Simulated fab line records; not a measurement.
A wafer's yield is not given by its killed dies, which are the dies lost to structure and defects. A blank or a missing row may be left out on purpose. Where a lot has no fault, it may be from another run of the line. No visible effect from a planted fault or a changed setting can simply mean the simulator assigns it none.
The tool behind it: which one? | flow berkeleyCmos170 | 14 lots, 42 wafers sampled, at 5 steps of a route of 331

== WHAT THE GAUGES READ, wafer by wafer ==
UCB170_SILICIDE_RS_MEAS_02: measures by four-point-probe. Usual: SILICIDE_TI_RS typically reads 26.06 ohm/sq, with standard deviation 0.27.
lot  | measured     | on           | SILICIDE_TI_RS (ohm/sq) | flag
L172 | day 8 02:22  | filmMetro-03 | 25.73 26.07 26.08       | 
L171 | day 8 06:20  | filmMetro-02 | 25.83 25.90 25.68       | 
L175 | day 8 21:00  | filmMetro-02 | 25.89 25.74 26.05       | 
L173 | day 8 21:23  | filmMetro-02 | 25.62 26.50 26.27       | 
L174 | day 8 21:33  | filmMetro-04 | 26.18 26.36 26.27       | 
L178 | day 9 15:03  | filmMetro-03 | 25.90 25.99 26.15       | 
L177 | day 9 15:43  | filmMetro-04 | 26.19 26.36 26.20       | 
L179 | day 9 21:47  | filmMetro-03 | 26.17 26.31 26.49       | 
L181 | day 10 02:43 | filmMetro-04 | 25.96 26.24 25.88       | 
L183 | day 10 15:01 | filmMetro-03 | 25.99 25.62 25.97       | 
L182 | day 10 15:13 | filmMetro-04 | 26.12 26.07 26.35       | 
L186 | day 11 01:49 | filmMetro-03 | 26.84 26.44 26.25       | 
L188 | day 11 18:46 | filmMetro-03 | 26.44 26.43 26.19       | 
L189 | day 11 19:01 | filmMetro-03 | 26.21 26.06 26.36       | 

UCB170_M2_CD_MEAS_15: target cd 700 nm. Usual: 699.8 nm for cdNm, sd 1.2.
lot  | measured     | on       | cdNm (nm)                           | flag
L172 | day 8 19:46  | cdSem-01 | 699.3 700.2 701.5                   | 
L171 | day 9 01:06  | cdSem-01 | 699.1 698.3 699.1                   | 
L175 | day 9 18:02  | cdSem-02 | 698.9 699.6 699.3                   | 
L173 | day 9 17:43  | cdSem-01 | 699.7 698.7 698.8                   | 
L174 | day 9 15:39  | cdSem-01 | 700.9 700.7 701.5                   | 
L178 | day 10 06:50 | cdSem-01 | 702.2 702.9 701.1                   | 
L177 | day 10 07:17 | cdSem-01 | 700.6 698.8 700.7                   | 
L179 | day 10 13:06 | cdSem-01 | 700.0 698.1 700.6                   | 
L181 | day 10 19:44 | cdSem-01 | 700.3 700.0 700.2                   | 
L183 | day 11 07:08 | cdSem-01 | 698.7 699.3 701.6                   | 
L182 | day 11 07:26 | cdSem-02 | 701.2 701.3 702.0                   | 
L186 | day 11 23:25 | cdSem-02 | 688.9 690.9 689.2 688.8 691.4 688.9 | OFF
L188 | day 12 14:22 | cdSem-01 | 693.0 694.3 692.2 692.9 694.4 692.2 | OFF
L189 | day 12 14:39 | cdSem-01 | 698.9 698.3 697.9                   | 

UCB170_V2_CD_MEAS_90: target cd 700 nm. Usual: 700.4 nm for cdNm, sd 1.5.
lot  | measured     | on       | cdNm (nm)         | flag
L172 | day 9 00:35  | cdSem-01 | 702.3 700.2 701.8 | 
L171 | day 9 05:10  | cdSem-01 | 700.3 700.0 699.7 | 
L175 | day 9 22:36  | cdSem-01 | 701.9 701.2 703.6 | 
L173 | day 9 21:32  | cdSem-02 | 699.5 699.2 698.8 | 
L174 | day 9 18:43  | cdSem-02 | 701.5 700.5 701.2 | 
L178 | day 10 10:46 | cdSem-02 | 697.3 699.8 699.2 | 
L177 | day 10 11:18 | cdSem-02 | 699.3 700.4 699.9 | 
L179 | day 10 15:58 | cdSem-02 | 699.9 700.0 700.8 | 
L181 | day 10 22:58 | cdSem-02 | 701.6 700.6 700.8 | 
L183 | day 11 10:02 | cdSem-02 | 703.0 702.6 702.4 | 
L182 | day 11 10:20 | cdSem-01 | 698.7 698.4 698.7 | 
L186 | day 12 08:52 | cdSem-02 | 700.0 699.7 701.0 | 
L188 | day 12 20:59 | cdSem-02 | 698.9 699.8 701.4 | 
L189 | day 12 18:28 | cdSem-01 | 699.5 701.5 701.3 | 

== TOOL THAT RAN EACH LOT (tool first, then ch and the chambers of the sampled wafers, then the start) ==
lot  | UCB170_M1_ETCH_11                 | UCB170_M2_EXPOSE_12
L172 | rieDiel-01 ch 1,2,3, day 8 10:01  | krfScanner-01 ch 0, day 8 18:31
L171 | rieDiel-02 ch 1,3, day 8 13:11    | krfScanner-01 ch 0, day 9 00:17
L175 | rieDiel-01 ch 1,2, day 9 08:46    | krfScanner-01 ch 0, day 9 17:37
L173 | rieDiel-04 ch 0,1,3, day 9 08:37  | krfScanner-02 ch 0, day 9 17:20
L174 | rieDiel-01 ch 1,2,3, day 9 08:35  | krfScanner-01 ch 0, day 9 15:15
L178 | rieDiel-04 ch 0,1, day 9 22:39    | krfScanner-01 ch 0, day 10 06:26
L177 | rieDiel-02 ch 0,1,2, day 9 23:52  | krfScanner-01 ch 0, day 10 06:44
L179 | rieDiel-04 ch 0,1, day 10 05:20   | krfScanner-01 ch 0, day 10 12:08
L181 | rieDiel-02 ch 1,2, day 10 11:09   | krfScanner-02 ch 0, day 10 19:20
L183 | rieDiel-02 ch 0,3, day 10 23:55   | krfScanner-01 ch 0, day 11 06:44
L182 | rieDiel-01 ch 2,3, day 11 00:26   | krfScanner-02 ch 0, day 11 07:02
L186 | rieDiel-02 ch 1,2,3, day 11 15:04 | krfScanner-02 ch 0, day 11 22:55
L188 | rieDiel-01 ch 0,2,3, day 12 01:17 | krfScanner-02 ch 0, day 12 13:58
L189 | rieDiel-01 ch 0,3, day 12 02:13   | krfScanner-01 ch 0, day 12 14:16
- UCB170_M1_ETCH_11: etches BARC in N2/H2.
- UCB170_M2_EXPOSE_12: exposes mask METAL2, target cd 700 nm.

== WHAT THE TOOLS THEMSELVES READ (means of the sampled wafers that have a number; where no wafer has one, the mark that the record gives instead) ==
UCB170_M1_ETCH_11. Usual: drypumpMotorCurrentA 5.8 A, standard deviation 0.58; oesProductAu 0.994 a.u., standard deviation 0.028; throttleValvePct 13.30 %, standard deviation 0.21.
lot  | tool       | drypumpMotorCurrentA (A) | oesProductAu (a.u.) | throttleValvePct (%) | flag
L172 | rieDiel-01 | 5.2                      | 1.015               | 13.20                | 
L171 | rieDiel-02 | 6.5                      | 0.973               | 13.51                | 
L175 | rieDiel-01 | 5.2                      | 1.014               | 13.31                | 
L173 | rieDiel-04 | 6.0                      | 0.989               | 13.46                | 
L174 | rieDiel-01 | 5.2                      | 1.014               | 13.19                | 
L178 | rieDiel-04 | 6.3                      | 0.984               | 13.51                | 
L177 | rieDiel-02 | 5.9                      | 0.997               | 13.22                | 
L179 | rieDiel-04 | 6.2                      | 0.982               | 13.50                | 
L181 | rieDiel-02 | 6.4                      | 0.983               | 13.19                | 
L183 | rieDiel-02 | 5.7                      | 0.988               | 13.36                | 
L182 | rieDiel-01 | 5.2                      | 1.002               | 13.10                | 
L186 | rieDiel-02 | 6.2                      | 1.002               | 13.38                | 
L188 | rieDiel-01 | 5.6                      | 0.997               | 13.13                | 
L189 | rieDiel-01 | 5.3                      | 0.988               | 13.20                | 

UCB170_M2_EXPOSE_12. Usual: 25.994 for exposureDoseMJCm2, sd 0.026.
lot  | tool          | exposureDoseMJCm2 | flag
L172 | krfScanner-01 | 25.998            | 
L171 | krfScanner-01 | 25.996            | 
L175 | krfScanner-01 | 25.988            | 
L173 | krfScanner-02 | 26.047            | 
L174 | krfScanner-01 | 25.990            | 
L178 | krfScanner-01 | 25.999            | 
L177 | krfScanner-01 | 26.005            | 
L179 | krfScanner-01 | 25.981            | 
L181 | krfScanner-02 | 25.985            | 
L183 | krfScanner-01 | 25.997            | 
L182 | krfScanner-02 | 25.955            | 
L186 | krfScanner-02 | 27.349            | OFF
L188 | krfScanner-02 | 27.051            | OFF
L189 | krfScanner-01 | 25.997            | 

== THE ANSWER, worked out from the rows above alone ==
Rule: a lot counts as off when the mean over its wafers that have a number is more than 3 standard deviations away from the usual mean. A lot without any number at a reading at which 4 lots or more have one is off too. The other lots that the step has rows for count as sound. After the gauges, taken in route order, come the tools' own readings; for these a lot's mean is taken, as printed above. At the first step where some lot is off, the reading lying furthest off is the one used; lots without a number count as furthest.
Off at UCB170_M2_CD_MEAS_15 (cdNm): L186, L188.
If a tool, at a process step before that reading, ran all the lots that are off and no sound lot after the first of them, it fits. Not tried: the gauges at UCB170_M2_CD_MEAS_15; whatever is off there is also off at UCB170_M2_EXPOSE_12, on other tools, and gauge error can't account for it. One fits: UCB170_M2_EXPOSE_12 on krfScanner-02. A fault onset in the window from L182 (day 11 07:02, its last sound lot) to L186 (day 11 22:55, its first lot off) fits.
On the lots that are off, the tool's own readings at UCB170_M2_EXPOSE_12 differ by more than 5 times the standard deviation of the sound lots' means, which bears it out; exposureDoseMJCm2 reads 27.200 there versus 25.995 on the sound lots.

== WHAT THE SIMULATOR HAD PUT IN ==
Scanner matching overlay: krfScanner-02, from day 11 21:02 on, at UCB170_M2_EXPOSE_12. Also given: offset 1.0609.
Lots struck among those shown: L186, L188. The same result came from the rule above.
